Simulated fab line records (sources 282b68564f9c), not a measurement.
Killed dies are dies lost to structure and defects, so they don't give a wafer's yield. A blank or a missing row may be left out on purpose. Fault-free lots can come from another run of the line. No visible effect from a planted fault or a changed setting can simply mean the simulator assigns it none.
fab line records	flow rit-cmos
[record] lots = 5	wafers = 15	last-day = 7
route steps=202 shown M1@191
lots that met no fault: taken from a fault-free run of the same line
start-h: hours from the record's opening day to when the first of the lot's shown wafers began	wait-h: hours elapsed since this lot's preceding step	" identical to the entry in the row above	L1.1+2: a row that stands for several wafers	- no value present, or no start provided	* or withheld: withheld	< > ~ a bound
route shown NAME@n: names a module that has steps shown in the file, with the first one's number in the route	usual: mean/standard deviation taken from wafers without a fault	same: alike in all rows	chamber/n: place in a boat	sites: per-site readings	_std_site: their standard deviation	_edge_site: mean of outer sites minus mean of inner sites	radius-mm: for every site, how far away it sits from the centre of the wafer	mask NAME#n: copy n	behind: the tool/chamber that last shaped the wafer	hold: why the lot was held/for how many hours/how that ended	device: which transistor (n, p or np) failed to switch	end of line: tests run on the same wafers once the route is complete	a step without rows: its recipe alone	killed: at the first sort, the dies lost to defects and structure; wafer yield is something else	map: a wafer's dies, x killed, . not, _ none there
set.NAME: the setting that was run; set.NAME@STEP: the one run at that earlier step	model.NAME: the simulator's own value behind a step, which no gauge read
lots at selected steps of the route; one table per step, one row per wafer
services: from which hour (start-h, from the record's first day; less than 0 if before it) a tool's chamber was out of use, for how many hours, and why
[[steps]]
[step RIT_M1_PEB_07]
[recipe] resist = NOVOLAK	temp-c = withheld	time-s = withheld
lot.wafer	tool	chamber	start-h	wait-h
L081.2+3+5	litho-track-04	0	94.28	0.1
L082.1+3+6	litho-track-04	0	99.20	0.1
L083.2+4+5	litho-track-03	0	112.38	0.1
L087.2+3+6	litho-track-01	0	124.07	0.2
L096.1+3+5	litho-track-04	0	169.42	0.1
[step RIT_M1_DEVELOP_08]
[recipe] resist = NOVOLAK	develop-time-s = 68	dev-temp-c = 23
[usual] developer-temp-C = 22.99/0.12
lot.wafer	tool	chamber	start-h	wait-h	developer-temp-C
L081.2	litho-track-04	0	-	-	23.06
L081.3	"	0	"	"	22.90
L081.5	"	0	"	"	22.88
L082.1	litho-track-04	0	-	-	23.14
L082.3	"	0	"	"	23.06
L082.6	"	0	"	"	22.97
L083.2	litho-track-03	0	-	-	22.76
L083.4	"	0	"	"	22.86
L083.5	"	0	"	"	22.87
L087.2	litho-track-01	0	-	-	22.77
L087.3	"	0	"	"	22.95
L087.6	"	0	"	"	23.02
L096.1	litho-track-04	0	-	-	23.15
L096.3	"	0	"	"	23.15
L096.5	"	0	"	"	23.03
[step RIT_M1_CD_MEAS_09]
[recipe] target-cd-nm = 2600
[usual] cd-nm = 2600.6/1.8
lot.wafer	tool	chamber	start-h	wait-h	cd-nm
L081.2	cd-sem-01	-	94.59	-	2599.3
L081.3	"	-	"	"	2598.2
L081.5	"	-	"	"	2599.5
L082.1	cd-sem-01	-	99.51	-	2601.9
L082.3	"	-	"	"	2601.8
L082.6	"	-	"	"	2602.9
L083.2	cd-sem-01	-	112.69	-	2602.1
L083.4	"	-	"	"	2600.8
L083.5	"	-	"	"	2600.1
L087.2	cd-sem-02	-	124.38	-	2602.4
L087.3	"	-	"	"	2603.0
L087.6	"	-	"	"	2603.2
L096.1	cd-sem-01	-	169.73	-	2600.4
L096.3	"	-	"	"	2599.0
L096.5	"	-	"	"	2601.3
[step RIT_M1_OVL_MEAS_10]
[usual] M1_OVL = -0.5/1.5
lot.wafer	tool	chamber	start-h	wait-h	M1_OVL[nm]
L081.2	overlay-02	-	94.69	0.1	-1.5
L081.3	"	-	"	"	-0.6
L081.5	"	-	"	"	-1.0
L082.1	overlay-02	-	99.63	0.1	1.7
L082.3	"	-	"	"	1.4
L082.6	"	-	"	"	2.3
L083.2	overlay-02	-	112.80	0.1	-2.1
L083.4	"	-	"	"	-1.9
L083.5	"	-	"	"	-1.8
L087.2	overlay-02	-	124.49	0.1	0.7
L087.3	"	-	"	"	0.4
L087.6	"	-	"	"	-0.9
L096.1	overlay-01	-	169.85	0.1	-1.1
L096.3	"	-	"	"	0.5
L096.5	"	-	"	"	-1.4
[step RIT_M1_HARDBAKE_11]
[recipe] resist = NOVOLAK	temp-c = 140	time-s = 120
lot.wafer	tool	chamber	start-h	wait-h
L081.2+3+5	litho-track-03	0	94.77	0.1
L082.1+3+6	litho-track-01	0	99.67	0.0
L083.2+4+5	litho-track-04	0	112.92	0.1
L087.2+3+6	litho-track-03	0	124.85	0.4
L096.1+3+5	litho-track-01	0	169.88	0.0
[step RIT_M1_METAL_ETCH_12]
[recipe] stop-on = SiO2	chemistry = Cl2/BCl3	target = Al	time-s = 165	over-etch-frac = 0.5	pressure-mtorr = 100	target-depth-a = 6000	rf-w = 250	Cl2_flow_sccm = 60	bcl3-flow-sccm = 50
[usual] drypump-motor-current-A = 5.8/0.37	oes-product-au = 0.753/0.0079	throttle-valve-pct = 8.32/0.037
[same] over-etch-frac = 0.5
lot.wafer	tool	chamber	start-h	wait-h	drypump-motor-current-A	oes-product-au	rf-hours-counter-h	throttle-valve-pct
L081.2	rie-metal-02	1	94.97	0.2	6.2	0.755	1	8.35
L081.3	"	0	"	"	5.8	0.746	-	8.25
L081.5	"	1	"	"	6.2	0.748	-	8.35
L082.1	rie-metal-03	0	99.92	0.2	5.3	0.756	37	8.34
L082.3	"	1	"	"	5.2	0.737	-	8.28
L082.6	"	1	"	"	5.2	0.744	-	8.29
L083.2	rie-metal-02	1	113.13	0.2	6.2	0.754	1	8.36
L083.4	"	0	"	"	5.8	0.752	-	8.25
L083.5	"	1	"	"	6.2	0.751	-	8.35
L087.2	rie-metal-01	0	125.06	0.2	5.8	0.747	5	8.34
L087.3	"	0	"	"	5.8	0.748	-	8.33
L087.6	"	0	"	"	5.8	0.751	-	8.34
L096.1	rie-metal-03	1	170.13	0.2	5.2	0.767	0	8.29
L096.3	"	0	"	"	5.3	0.771	-	8.35
L096.5	"	1	"	"	5.2	0.771	-	8.27
[step RIT_M1_STRIP_13]
[recipe] chemistry = nmp	resist = NOVOLAK	temp-c = 80	time-s = 600	dry = n2-spin
[usual] bath-heat-duty-pct = 17.3/1.5
lot.wafer	tool	chamber	start-h	wait-h	bath-heat-duty-pct
L081.2	wet-bench-03	0	95.14	0.1	16.7
L081.3	"	0	"	"	19.4
L081.5	"	0	"	"	17.9
L082.1	wet-bench-01	0	100.08	0.1	17.7
L082.3	"	0	"	"	16.9
L082.6	"	0	"	"	16.3
L083.2	wet-bench-03	0	113.29	0.1	18.7
L083.4	"	0	"	"	17.5
L083.5	"	0	"	"	18.3
L087.2	wet-bench-03	0	125.22	0.1	18.5
L087.3	"	0	"	"	18.6
L087.6	"	0	"	"	17.0
L096.1	wet-bench-04	1	170.30	0.1	17.8
L096.3	"	1	"	"	16.6
L096.5	"	1	"	"	16.6
[step RIT_M1_STRIP_14]
[recipe] chemistry = O2	time-s = 180	platen-temp-c = withheld	power-w = 500	pressure-mtorr = 4000	o2-flow-sccm = 4000
[usual] drypump-motor-current-A = 6.0/0.37
lot.wafer	tool	chamber	start-h	wait-h	drypump-motor-current-A	rf-hours-counter-h
L081.2	plasma-asher-01	1	95.31	0.0	6.3	43
L081.3	"	0	"	"	5.6	-
L081.5	"	0	"	"	5.6	-
L082.1	plasma-asher-04	1	100.26	0.0	5.4	32
L082.3	"	1	"	"	5.4	-
L082.6	"	1	"	"	5.4	-
L083.2	plasma-asher-01	0	113.47	0.0	5.7	45
L083.4	"	1	"	"	6.3	-
L083.5	"	0	"	"	5.7	-
L087.2	plasma-asher-01	1	125.42	0.0	6.4	47
L087.3	"	1	"	"	6.4	-
L087.6	"	0	"	"	5.6	-
L096.1	plasma-asher-01	1	170.65	0.0	6.4	54
L096.3	"	0	"	"	5.6	-
L096.5	"	1	"	"	6.4	-
[step RIT_M1_CD_MEAS_90]
[recipe] target-cd-nm = 2600
[usual] cd-nm = 2600/3.1
lot.wafer	tool	chamber	start-h	wait-h	cd-nm
L081.2	cd-sem-02	-	95.51	0.1	2597
L081.3	"	-	"	"	2594
L081.5	"	-	"	"	2598
L082.1	cd-sem-02	-	100.43	0.1	2604
L082.3	"	-	"	"	2605
L082.6	"	-	"	"	2606
L083.2	cd-sem-02	-	113.66	0.1	2604
L083.4	"	-	"	"	2600
L083.5	"	-	"	"	2602
L087.2	cd-sem-02	-	125.61	0.1	2601
L087.3	"	-	"	"	2601
L087.6	"	-	"	"	2602
L096.1	cd-sem-02	-	170.82	0.1	2605
L096.3	"	-	"	"	2601
L096.5	"	-	"	"	2607
[step RIT_M1_ANNEAL_15]
[recipe] temp-c = 450	time-s = 1839	ambient = forming_gas_H2N2
[usual] tube-center-temp-C = 450.01/0.041	zone-power-load-pct = 6.60/0.062	zone-power-source-pct = 6.78/0.069
lot.wafer	tool	chamber	start-h	wait-h	tube-center-temp-C	zone-power-load-pct	zone-power-source-pct
L081.2	furnace-02	0	95.61	0.1	450.04	6.67	6.76
L081.3	"	0	"	"	450.07	6.61	6.80
L081.5	"	0	"	"	450.05	6.51	6.70
L082.1	furnace-02	0	100.55	0.1	450.04	6.57	6.69
L082.3	"	0	"	"	450	6.61	6.81
L082.6	"	0	"	"	449.97	6.65	6.78
L083.2	furnace-02	0	113.76	0.1	449.94	6.55	6.69
L083.4	"	0	"	"	450.02	6.58	6.82
L083.5	"	0	"	"	450.03	6.69	6.82
L087.2	furnace-02	0	126.96	1.3	449.92	6.58	6.68
L087.3	"	0	"	"	450.03	6.52	6.74
L087.6	"	0	"	"	449.99	6.64	6.77
L096.1	furnace-02	0	170.94	0.1	450.03	6.52	6.75
L096.3	"	0	"	"	450.07	6.62	6.92
L096.5	"	0	"	"	449.94	6.64	6.83
[step RIT_M1_BOW_MEAS_16]
[recipe] mode = bow
[usual] M1_BOW = 18/7.4
lot.wafer	tool	chamber	start-h	wait-h	M1_BOW[um]
L081.2	film-metro-01	-	97.13	0.0	19
L081.3	"	-	"	"	14
L081.5	"	-	"	"	22
L082.1	film-metro-02	-	102.05	0.0	22
L082.3	"	-	"	"	21
L082.6	"	-	"	"	16
L083.2	film-metro-03	-	115.28	0.0	20
L083.4	"	-	"	"	8
L083.5	"	-	"	"	12
L087.2	film-metro-03	-	128.48	0.0	29
L087.3	"	-	"	"	16
L087.6	"	-	"	"	26
L096.1	film-metro-03	-	172.44	0.0	18
L096.3	"	-	"	"	13
L096.5	"	-	"	"	23
[step RIT_M1_PROBE_99]
[usual] defect-limited-yield = 97.4/1.1	killed-at-contacts = 0.1/0.25	killed-at-front-end = 6.8/2.9	killed-dies = 6.9/2.9	killed-open = 3.3/1.9	killed-short = 3.6/1.9	sort_bin_3_pad_short = 0.1/0.23	sort_bin_5_function = 1.5/0.78	sort_bin_6_memory = 1.0/0.64	sort-n-pass = 257.1/2.9	sort-yield-pct = 97.4/1.1
[same] gross-dies = 264	killed_at_M0_to_M3 = 0	killed_at_M4_up = 0	killed-at-back-side = 0	killed-at-other = 0
lot.wafer	tool	chamber	start-h	wait-h	defect-limited-yield[%]	killed-at-contacts	killed-at-front-end	killed-dies	killed-open	killed-short	sort_bin_3_pad_short[%]	sort_bin_5_function[%]	sort_bin_6_memory[%]	sort-n-pass	sort-yield-pct[%]
L081.2	prober-02	-	97.28	0.1	96.2	0	10	10	4	6	0.8	1.9	1.1	254.0	96.2
L081.3	prober-02	-	97.33	0.2	97.3	0	7	7	2	5	0	1.5	1.1	257.0	97.3
L081.5	prober-02	-	97.43	0.2	97.3	0	7	7	3	4	0	2.3	0.4	257.0	97.3
L082.1	prober-02	-	102.17	0.1	97.3	0	7	7	2	5	0	1.1	1.5	257.0	97.3
L082.3	prober-02	-	102.27	0.2	98.1	0	5	5	2	3	0.4	0.8	0.8	259.0	98.1
L082.6	prober-02	-	102.42	0.2	98.1	0	5	5	1	4	0	1.1	0.8	259.0	98.1
L083.2	prober-01	-	115.43	0.1	99.2	0	2	2	1	1	0	0	0.8	262.0	99.2
L083.4	prober-01	-	115.53	0.2	97.7	0	6	6	4	2	0	1.1	1.1	258.0	97.7
L083.5	prober-01	-	115.58	0.2	98.9	0	3	3	1	2	0	1.1	0	261.0	98.9
L087.2	prober-02	-	128.63	0.1	99.2	0	2	2	1	1	0	0.8	0	262.0	99.2
L087.3	prober-02	-	128.68	0.2	95.8	0	11	11	4	7	0	1.9	2.3	253.0	95.8
L087.6	prober-02	-	128.83	0.2	98.5	1	3	4	4	0	0	0.8	0.8	260.0	98.5
L096.1	prober-01	-	172.56	0.1	98.5	0	4	4	2	2	0	1.1	0.4	260.0	98.5
L096.3	prober-01	-	172.66	0.2	98.5	0	4	4	2	2	0.4	0.4	0.8	260.0	98.5
L096.5	prober-01	-	172.76	0.2	94.3	0	15	15	8	7	0.8	2.7	2.3	249.0	94.3
// killed by level:class
L081.2 GATE:geometric-particle:short=5 GATE:geometric-particle:open=3 REOX:geometric-particle:open=1 SILICIDE:geometric-particle:short=1
L081.3 GATE:geometric-particle:short=2 FOX1:geometric-particle:short=1 FOX2:geometric-particle:open=1 GATE:geometric-particle:open=1 REOX:geometric-particle:short=1 SILICIDE:geometric-particle:short=1
L081.5 GATE:geometric-particle:short=3 FOX1:geometric-particle:short=1 GATE:geometric-particle:open=1 REOX:geometric-particle:open=1 SILICIDE:geometric-particle:open=1
L082.1 GATE:geometric-particle:short=3 REOX:geometric-particle:short=2 FOX2:geometric-particle:open=1 REOX:geometric-particle:open=1
L082.3 FOX1:geometric-particle:open=1 FOX1:geometric-particle:short=1 GATE:geometric-particle:short=1 REOX:geometric-particle:open=1 SILICIDE:geometric-particle:short=1
L082.6 GATE:geometric-particle:short=3 GATE:geometric-particle:open=1 SPACER:geometric-particle:short=1
L083.2 FOX2:geometric-particle:open=1 SPACER:geometric-particle:short=1
L083.4 GATE:geometric-particle:open=3 FOX1:geometric-particle:short=1 GATE:geometric-particle:short=1 SILICIDE:geometric-particle:open=1
L083.5 SPACER:geometric-particle:short=1 SILICIDE:geometric-particle:open=1 SILICIDE:geometric-particle:short=1
L087.2 FOX1:geometric-particle:short=1 SILICIDE:geometric-particle:open=1
L087.3 GATE:geometric-particle:short=4 FOX1:geometric-particle:short=2 FOX1:geometric-particle:open=2 GATE:geometric-particle:open=1 REOX:geometric-particle:short=1 REOX:geometric-particle:open=1
L087.6 FOX1:geometric-particle:open=1 GATE:geometric-particle:open=1 SPACER:geometric-particle:open=1 CONTACT:geometric-particle:open=1
L096.1 GATE:geometric-particle:open=1 REOX:geometric-particle:short=1 SPACER:geometric-particle:short=1 SPACER:geometric-particle:open=1
L096.3 FOX2:geometric-particle:open=1 SPACER:geometric-particle:short=1 SPACER:geometric-particle:open=1 SILICIDE:geometric-particle:short=1
L096.5 FOX2:geometric-particle:open=3 GATE:geometric-particle:open=3 FOX2:geometric-particle:short=2 GATE:geometric-particle:short=2 SILICIDE:geometric-particle:open=2 SILICIDE:geometric-particle:short=2 REOX:geometric-particle:short=1
[[services]]
tool	chamber	start-h	hours	kind
plasma-asher-01	-	74.01	19.3	repair
wet-bench-03	-	105.54	1.9	repair
rie-metal-03	-	136.12	20.0	pm
rie-metal-03	0	136.12	20.0	vent-cycle
rie-metal-03	1	136.12	20.0	vent-cycle
wet-bench-01	-	138.84	3.0	repair
plasma-asher-04	-	154.19	2.9	repair
rie-metal-03	0	156.12	-	clean
rie-metal-03	1	156.12	-	clean
wet-bench-03	-	168.71	6.9	repair
[[key]]
fault none
